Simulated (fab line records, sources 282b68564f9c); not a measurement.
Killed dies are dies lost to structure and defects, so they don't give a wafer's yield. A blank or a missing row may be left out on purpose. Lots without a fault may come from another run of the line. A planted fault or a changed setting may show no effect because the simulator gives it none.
Problem report in the 8D (eight disciplines) form, filled by code | flow rit_cmos | the parts of the form that need people (team, actions taken, sign-off) are left out

1. THE PROBLEM
NRETRO_TW at RIT_NRETRO_TW_MEAS_10 reads a mean of 970 on 6 wafers of 2 lots; wafers without a fault read 1048 with a standard deviation of 10. That is -7.8 standard deviations from the usual mean.
First seen on wafer L669.2, day 3 10:46, on film_metro-04. The record holds 42 wafers of 14 lots with a number at this step. Rule for "out", or "out of limits": more than 4 standard deviations from the usual mean. The other wafers with a number count as sound.

2. WHAT IT IS AND WHAT IT IS NOT
question                    | is                           | is not
which readings at this step | NRETRO_TW                    | -
which lots                  | L669, L672                   | L664, L665, L667, L668, L670, L674, L679, L681, L682, L684, L685, L686
which wafers of those lots  | all that have a number       | -
read on which gauges        | film_metro-02, film_metro-04 | film_metro-03
when                        | from day 3 10:46             | up to then (12 sound wafers); but 24 sound wafers of L670, L674, L679, L681, L682, L684, L685, L686 came after

3. SUSPECTS, AND WHAT RULES EACH OUT
Counting: a tool at a process step up to the reading stays a suspect if it ran every lot that is out and no sound lot after the first of them.
- the gauge at RIT_NRETRO_TW_MEAS_10: ruled out. The wafers that are out were read on 2 gauges (film_metro-02, film_metro-04).
- implanter-01 at RIT_NRETRO_IMPLANT_08: kept. It ran every lot that is out, first L669 (day 3 10:25), and no sound lot after that; its last sound lot up to then is L668 (day 3 06:41). Its own readings are out on those wafers: dose_ions_cm2, faraday_current_uA.
Left after counting: implanter-01 at RIT_NRETRO_IMPLANT_08.

4. THE CAUSE (what the simulator had put in)
Process parameter drift: implanter-01, from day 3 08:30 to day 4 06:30, at RIT_NRETRO_IMPLANT_08. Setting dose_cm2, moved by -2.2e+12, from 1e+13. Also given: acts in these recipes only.
Counting left only this tool.

5. THE CHAIN OF EFFECTS, in route order
Each row: a reading whose mean over the struck wafers that have a number lies more than 3 standard deviations from the usual. Only readings for which the record gives a usual standard deviation are gone through. hours: the time from each lot's start at the first step in this table that gives one to its start at this step, as a median over the lots. sigmas: the change in usual standard deviations.
hours | step                  | reading            | usual     | on struck wafers | change     | sigmas
0     | RIT_NRETRO_IMPLANT_08 | dose_ions_cm2      | 9.996e+12 | 7.799e+12        | -2.197e+12 | -99 or more
0     | RIT_NRETRO_IMPLANT_08 | faraday_current_uA | 31.7      | 25.1             | -6.6       | -9.7
0     | RIT_NRETRO_TW_MEAS_10 | NRETRO_TW          | 1048      | 970              | -78        | -7.8
The process steps in it:
- RIT_NRETRO_IMPLANT_08

6. WHAT WOULD HAVE CAUGHT IT SOONER
In this record the first reading out of limits at a measuring or inspecting step was taken at day 3 10:46, 2 hours after the fault began at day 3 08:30.
The tool's own readings at RIT_NRETRO_IMPLANT_08 were out on every struck wafer that the step has a row for (dose_ions_cm2, faraday_current_uA): an alarm limit on them would have fired on the first of those.
Of the lots that are out (2), L672 began RIT_NRETRO_IMPLANT_08 on implanter-01 after day 3 10:46. A hold on the tool at that time would have spared it.
